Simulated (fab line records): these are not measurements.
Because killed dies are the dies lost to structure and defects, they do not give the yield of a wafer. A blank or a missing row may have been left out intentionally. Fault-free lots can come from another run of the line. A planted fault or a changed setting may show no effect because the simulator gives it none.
Struck lot and sound lot, side by side | flow rit_cmos | 21 out of 202 route steps
Sound: these wafers, L177.2, L177.4, L177.6. Struck: wafers L182.1, L182.3, L182.6. The cause is named last.
For every step that has rows: the tool of each side, followed by ch and its chambers, followed by its first start. Under that, the readings that differ: sound wafers | struck wafers | difference of the means | sigmas: that difference in standard deviations of wafers without a fault.
alike: readings with means less than 2 such deviations apart, plus words and numbers identical on both sides. not compared: withheld readings, readings lacking a value on some wafer, bounds such as >300 that could conceal the same value, and numbers that have no deviation in the record and whose values overlap.
Wherever a step has rows on one side only, a row that says differs or no value, or a row with sigmas, the two part there. Numbers that don't overlap but have no deviation are shown without sigmas and don't part them. Lack of a reading on every wafer of one side parts them only where that side has two or more wafers.

first, 3 steps without rows for these wafers: RIT_GATE_CLEAN_02 (cleans in dHF, time 30 s); RIT_GATE_CLEAN_03 (cleans in SC2, time 600 s); RIT_GATE_CLEAN_04 (cleans in dHF, time 60 s).
RIT_FOX2_THK_MEAS_91:
  sound on film_metro-04 at day 3 11:21; struck on film_metro-03 at day 4 13:14
  alike: FIELD_OXIDE_LEFT_2_THK
then, 2 steps without rows for these wafers: RIT_GATE_OXIDATION_05 (target thk 3 nm, ox time 270 s); RIT_GATE_ANNEAL_06 (time 600 s).
RIT_GATE_THK_MEAS_07:
  sound on film_metro-04 at day 3 15:40; struck on film_metro-02 at day 4 17:58
  alike: GATE_OXIDE_THK
then, 1 step without rows for these wafers: RIT_GATE_CVD_08 (deposits poly-Si from SiH4, target thk 250 nm, time 2220 s).
RIT_GATE_THK_MEAS_09:
  sound on film_metro-03 at day 3 17:20; struck on film_metro-04 at day 4 19:38
  alike: GATE_POLY_THK
then, 3 steps without rows for these wafers: RIT_GATE_HMDS_10 (prime time 60 s); RIT_GATE_COAT_11 (resist thk 850 nm); RIT_GATE_SOFTBAKE_12 (time 60 s).
RIT_GATE_EXPOSE_13: exposes mask M6, target cd 150 nm.
  sound on iline_stepper-01 ch 0, day 3 17:52; struck on iline_stepper-01 ch 0, day 4 20:09
  reading | sound          | struck                  | difference | sigmas
  mask    | M6#0 M6#0 M6#0 | M6_R1#0 M6_R1#0 M6_R1#0 | differs    |
  alike: reticle_temp_C
then, 2 steps without rows for these wafers: RIT_GATE_PEB_14; RIT_GATE_DEVELOP_15 (develop time 50 s).
RIT_GATE_CD_MEAS_16: target cd 150 nm.
  sound on cd_sem-01 at day 3 18:16; struck on cd_sem-02 at day 4 20:33
  reading    | sound             | struck            | difference | sigmas
  cd_nm (nm) | 147.5 144.9 147.6 | 131.8 130.0 127.1 | -17.0      | -8
RIT_GATE_OVL_MEAS_17:
  sound on overlay-02 at day 3 18:22; struck on overlay-01 at day 4 20:40
  alike: GATE_OVL
then, 1 step without rows for these wafers: RIT_GATE_HARDBAKE_18 (time 60 s).
RIT_GATE_ETCH_19: etches poly-Si in SF6/CHF3/O2, stops on SiO2, time 165 s, target depth 312.5 nm.
  sound on rie_si-02 ch 1,3, day 3 18:33; struck on rie_si-01 ch 1,2, day 4 20:52
  reading               | sound             | struck            | difference | sigmas
  model.GATE.cd_nm (nm) | 147.4 144.8 147.1 | 131.8 129.8 126.8 | -17.0      |
  alike: SF6_flow_sccm, drypump_motor_current_A, oes_product_au, throttle_valve_pct
  not compared: rf_hours_counter_h
RIT_GATE_STRIP_20: strips in O2, time 180 s.
  sound on plasma_asher-04 ch 0,1, day 3 18:39; struck on plasma_asher-03 ch 0,1, day 4 20:58
  alike: drypump_motor_current_A
  not compared: rf_hours_counter_h
RIT_M1_PROBE_99:
  sound on prober-02 at day 4 14:35; struck on prober-01 at day 6 08:30
  reading             | sound | struck   | difference | sigmas
  killed_at_front_end | 4 5 3 | 18 34 60 | +33        | +12
  killed_dies         | 4 5 3 | 18 34 60 | +33        | +12
  killed_on_rim       | 1 2 0 | 13 22 31 | +21        | +18
  alike: killed_at_contacts, killed_open, killed_short

WHERE THEY PART
Last at RIT_M1_PROBE_99 as far as this record goes, first at RIT_GATE_EXPOSE_13.

WHY: the cause the simulator had injected
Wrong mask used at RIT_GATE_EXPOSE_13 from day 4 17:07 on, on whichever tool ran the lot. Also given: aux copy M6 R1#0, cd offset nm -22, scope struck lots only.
